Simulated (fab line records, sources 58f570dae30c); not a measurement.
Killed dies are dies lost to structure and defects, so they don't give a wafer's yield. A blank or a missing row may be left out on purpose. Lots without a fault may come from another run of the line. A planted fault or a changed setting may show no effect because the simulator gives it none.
Which tool did it? | flow berkeley_cmos170 | 14 lots, 42 wafers sampled, at 1 step of a route of 331

WHAT THE GAUGES READ, wafer by wafer
The record holds no reading of a measuring or inspecting step that can be judged against a usual standard deviation.

WHICH TOOL RAN EACH LOT (tool, then ch and the chambers of the sampled wafers, then the start)
lot  | UCB170_ACTIVE_CLEAN_00
L610 | wet_bench-02 ch 1, day 4 04:55
L611 | wet_bench-02 ch 3, day 4 04:55
L612 | wet_bench-02 ch 2, day 4 17:59
L614 | wet_bench-02 ch 2, day 4 17:59
L616 | wet_bench-02 ch 0, day 5 02:58
L618 | wet_bench-02 ch 0, day 5 23:57
L619 | wet_bench-02 ch 0, day 6 09:59
L620 | wet_bench-02 ch 3, day 6 09:59
L621 | wet_bench-02 ch 3, day 6 09:59
L623 | wet_bench-03 ch 1, day 6 21:18
L624 | wet_bench-04 ch 1, day 7 13:53
L630 | wet_bench-03 ch 2, day 9 04:17
L629 | wet_bench-03 ch 2, day 9 04:28
L633 | wet_bench-03 ch 2, day 9 10:38
- UCB170_ACTIVE_CLEAN_00: cleans in SPM, time 600 s.

WHAT THE TOOLS THEMSELVES READ (means of the sampled wafers that have a number; where no wafer has one, the mark that the record gives instead)
UCB170_ACTIVE_CLEAN_00. Usual: bath_guard_temp_C 120.1 C, standard deviation 0.52; bath_heat_duty_pct 13.5 %, standard deviation 1.3.
lot  | tool         | bath_guard_temp_C (C) | bath_heat_duty_pct (%) | flag
L610 | wet_bench-02 | 119.5                 | 12.8                   |
L611 | wet_bench-02 | 120.5                 | 12.9                   |
L612 | wet_bench-02 | 119.6                 | 12.2                   |
L614 | wet_bench-02 | 119.7                 | 12.2                   |
L616 | wet_bench-02 | 119.9                 | 15.3                   |
L618 | wet_bench-02 | 119.8                 | 14.9                   |
L619 | wet_bench-02 | 119.5                 | 15.3                   |
L620 | wet_bench-02 | 120.5                 | 13.7                   |
L621 | wet_bench-02 | 120.6                 | 13.5                   |
L623 | wet_bench-03 | 120.4                 | 12.8                   |
L624 | wet_bench-04 | 119.4                 | 13.1                   |
L630 | wet_bench-03 | 120.4                 | 13.1                   |
L629 | wet_bench-03 | -                     | -                      | OFF
L633 | wet_bench-03 | -                     | -                      | OFF

THE ANSWER, worked out from the rows above alone
Rule: a lot is off if the mean of its wafers that have a number lies more than 3 standard deviations from the usual mean. A lot without any number at a reading at which 4 lots or more have one is off too. The other lots that the step has rows for count as sound. The gauges are gone through in route order, then the tools' own readings, and for those a lot's mean is taken as printed above. The first step at which some lot is off is used, and at that step the reading that is off furthest; a lot without a number counts as furthest.
Off: L629, L633, at UCB170_ACTIVE_CLEAN_00 (bath_guard_temp_C). Without a number there: L629, L633.
A tool fits if, at that step or a process step before it, it ran every lot that is off, and no sound lot after the first of them. One fits: wet_bench-03 at UCB170_ACTIVE_CLEAN_00. Its last sound lot is L630 (day 9 04:17), its first lot that is off L629 (day 9 04:28): a fault that began between those two fits.
Blank at UCB170_ACTIVE_CLEAN_00 on the lots that are off, where sound lots have numbers: bath_guard_temp_C, bath_heat_duty_pct.

WHAT THE SIMULATOR HAD PUT IN
Skipped step whole: wet_bench-03, from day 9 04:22 on, at UCB170_ACTIVE_CLEAN_00. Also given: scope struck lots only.
Lots struck among those shown: L629, L633. The rule above found the same.
